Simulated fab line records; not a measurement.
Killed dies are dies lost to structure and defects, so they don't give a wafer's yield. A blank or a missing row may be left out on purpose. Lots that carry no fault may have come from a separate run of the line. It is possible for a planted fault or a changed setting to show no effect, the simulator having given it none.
Comparing a struck lot with a sound one / flow berkeleyCmos170 / 14 steps out of a route of 331
Sound: the wafers L221.1, L221.5, L221.6. Struck: wafers L225.2, L225.3, L225.5. At the end, the cause is stated.
Per side, at each step with rows, come the tool, then ch with its chambers, and then its first start. Under that, the readings that differ: sound wafers / struck wafers / difference of the means / sigmas: that difference in standard deviations of wafers without a fault.
alike: readings with means less than 2 such deviations apart, plus words and numbers identical on both sides. not compared: withheld readings, readings lacking a value on some wafer, bounds such as >300 that could conceal the same value, and numbers that have no deviation in the record and whose values overlap.
A row with sigmas, a row that says differs or no value, or rows on one side alone: a step with any of these is where the two part. Numbers that have no deviation but don't overlap get no sigmas and don't part them. A reading that every wafer of one side lacks parts them only if that side has two wafers or more.

UCB170_M2_RS_MEAS_02: measurement is done with a four-point probe.
  sound: filmMetro-04 at day 8 12:49; struck: filmMetro-03 at day 9 14:37
  alike: M2_AL_RS
UCB170_M2_THK_MEAS_03: measures by xrf.
  sound: filmMetro-04 at day 8 12:56; struck: filmMetro-03 at day 9 14:44
  alike: M2_AL_THK
then, 3 steps without rows for these wafers: UCB170_M2_HMDS_04 (prime time 60 s); UCB170_M2_COAT_05 (resist thk 900 nm); UCB170_M2_SOFTBAKE_06 (time 60 s).
UCB170_M2_STRIP_07: strips in O2.
  sound on plasmaAsher-01 ch 0,1, day 8 14:37; struck on plasmaAsher-02 ch 0, day 9 15:14
  alike: drypumpMotorCurrentA, oesProductAu, stripTimeToEndpointS
  not compared: rfHoursCounterH
then, 6 steps without rows for these wafers: UCB170_M2_STRIP_08 (strips KrF in DMSO, time 600 s); UCB170_M2_COAT_09; UCB170_M2_COAT_10 (resist thk 900 nm); UCB170_M2_SOFTBAKE_11 (time 60 s); UCB170_M2_EXPOSE_12 (exposes mask METAL2, target cd 700 nm); UCB170_M2_PEB_13.
UCB170_M2_DEVELOP_14: develop time 45 s.
  sound on lithoTrack-01 ch 0, day 8 16:00; struck on lithoTrack-02, day 9 16:00
  no value came back on the struck wafers for chillPlateTempC (C), developTimeS (s), exhaustPa (Pa); on the sound wafers chillPlateTempC (C) reads 23.03 23.07 23.15
reading=model.KrF_of_M2_COAT_10.thkNm (nm); sound=887.6 886.7 887; struck=899.6 896.4 896.5; difference=+10.4; sigmas=
UCB170_M2_CD_MEAS_15: target cd 700 nm.
  sound: cdSem-01 at day 8 17:00; struck: cdSem-02 at day 9 16:22
reading=cdNm (nm); sound=699.3 700.6 700.6; struck=- - -; difference=no value on the struck wafers; sigmas=

== WHERE THEY PART ==
At UCB170_M2_DEVELOP_14 first; at UCB170_M2_CD_MEAS_15 last (within this record only).

WHY: what the simulator had put in
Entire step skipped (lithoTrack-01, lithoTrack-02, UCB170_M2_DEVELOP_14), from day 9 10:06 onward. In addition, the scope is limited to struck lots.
